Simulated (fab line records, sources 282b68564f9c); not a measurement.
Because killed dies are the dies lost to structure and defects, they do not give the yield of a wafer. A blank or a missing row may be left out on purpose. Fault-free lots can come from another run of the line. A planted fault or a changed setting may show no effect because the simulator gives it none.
Which tool is to blame? + flow ritCmos + Sampling: 14 lots, 42 wafers, 2 of 202 route steps

WHAT THE GAUGES READ, wafer by wafer
RIT_CONTACT_THK_MEAS_01. Usual: for CONTACT_TEOS_THK the level is 399 nm and the standard deviation is 5.
| lot  | measured    | on           | CONTACT_TEOS_THK (nm) | flag |
|------|-------------|--------------|-----------------------|------|
| L677 | day 3 02:35 | filmMetro-03 | 390 390 401           |      |
| L678 | day 3 08:22 | filmMetro-03 | 401 398 404           |      |
| L679 | day 3 12:15 | filmMetro-03 | 405 396 403           |      |
| L680 | day 3 18:03 | filmMetro-03 | 395 404 401           |      |
| L683 | day 4 08:48 | filmMetro-03 | 401 409 405           |      |
| L684 | day 4 13:20 | filmMetro-02 | 399 392 391           |      |
| L685 | day 4 19:05 | filmMetro-03 | 396 396 402           |      |
| L687 | day 5 04:32 | filmMetro-03 | 397 411 404           |      |
| L688 | day 5 09:04 | filmMetro-02 | 402 400 408           |      |
| L690 | day 5 19:08 | filmMetro-02 | 402 397 397           |      |
| L692 | day 6 04:43 | filmMetro-04 | 398 402 402           |      |
| L696 | day 7 01:16 | filmMetro-03 | 400 396 406           |      |
| L697 | day 7 06:55 | filmMetro-03 | 391 344 402           | OFF  |
| L700 | day 7 22:47 | filmMetro-03 | 391 400 347           | OFF  |

EACH LOT AND THE TOOL THAT RAN IT (in order: tool; ch and the chambers of the sampled wafers; start)
| lot  | RIT_CONTACT_CVD_00             |
|------|--------------------------------|
| L677 | pecvd-03 ch 0,1,2, day 3 02:32 |
| L678 | pecvd-04 ch 0,2, day 3 08:19   |
| L679 | pecvd-01 ch 0,1,2, day 3 12:12 |
| L680 | pecvd-03 ch 0,1,2, day 3 18:00 |
| L683 | pecvd-03 ch 0,1,2, day 4 08:44 |
| L684 | pecvd-04 ch 0,1,2, day 4 13:17 |
| L685 | pecvd-01 ch 0,1,2, day 4 19:02 |
| L687 | pecvd-04 ch 0,1,2, day 5 04:29 |
| L688 | pecvd-01 ch 1,2, day 5 09:01   |
| L690 | pecvd-04 ch 0,1,2, day 5 19:05 |
| L692 | pecvd-03 ch 1,2, day 6 04:39   |
| L696 | pecvd-04 ch 0,2, day 7 01:13   |
| L697 | pecvd-01 ch 0,1, day 7 06:52   |
| L700 | pecvd-01 ch 0,1,2, day 7 22:43 |
- RIT_CONTACT_CVD_00: deposits SiO2 from TEOS, target thk 400 nm, time 61 s.

AS READ BY THE TOOLS THEMSELVES (means over the sampled wafers that have a number; for cases with no such wafer, the mark the record gives instead)
RIT_CONTACT_CVD_00. Usual: heaterPowerW 321 W, standard deviation 38; rfFwdPowerW 396.6 W, standard deviation 1.5.
| lot  | tool     | heaterPowerW (W) | rfFwdPowerW (W) | flag |
|------|----------|------------------|-----------------|------|
| L677 | pecvd-03 | 324              | 396.7           |      |
| L678 | pecvd-04 | 327              | 396.2           |      |
| L679 | pecvd-01 | 316              | 396.8           |      |
| L680 | pecvd-03 | 315              | 396.7           |      |
| L683 | pecvd-03 | 303              | 396.6           |      |
| L684 | pecvd-04 | 345              | 397.3           |      |
| L685 | pecvd-01 | 319              | 397.8           |      |
| L687 | pecvd-04 | 321              | 397.1           |      |
| L688 | pecvd-01 | 342              | 396.8           |      |
| L690 | pecvd-04 | 335              | 398.3           |      |
| L692 | pecvd-03 | 317              | 396.1           |      |
| L696 | pecvd-04 | 351              | 395.4           |      |
| L697 | pecvd-01 | 316              | 344.4           | OFF  |
| L700 | pecvd-01 | 336              | 343.5           | OFF  |

THE ANSWER, worked out from the rows above alone
Rule: lot off if the mean of its wafers having a number is beyond 3 standard deviations from the usual mean. Also off: a lot with no number at a reading for which 4 or more lots have one. Where the step has rows for the other lots, those lots are counted as sound. Order of review: gauges by route order, followed by the tools' own readings, for which a lot's mean as printed above is used. The first step at which some lot is off is used, and at that step the reading that is off furthest; a lot without a number counts as furthest.
Off: L697, L700, seen at RIT_CONTACT_THK_MEAS_01 (CONTACT_TEOS_THK).
A tool fits if, at a process step before that reading, it ran every lot that is off, and no sound lot after the first of them. The gauges at RIT_CONTACT_THK_MEAS_01 aren't tried: what is off there is off at RIT_CONTACT_CVD_00 too, on other tools, and a gauge's error can't cause that. One fits: pecvd-01 at RIT_CONTACT_CVD_00. Its last sound lot is L688 (day 5 09:01), its first lot that is off L697 (day 7 06:52): a fault that began between those two fits.
On the lots that are off, the tool's own readings at RIT_CONTACT_CVD_00 differ by more than 5 times the standard deviation of the sound lots' means, which bears it out; rfFwdPowerW reads 343.9 W there versus 396.8 W on the sound lots.

WHAT HAD BEEN PUT IN BY THE SIMULATOR
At RIT_CONTACT_CVD_00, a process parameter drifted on pecvd-01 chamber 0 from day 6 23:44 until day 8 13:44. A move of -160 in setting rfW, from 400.
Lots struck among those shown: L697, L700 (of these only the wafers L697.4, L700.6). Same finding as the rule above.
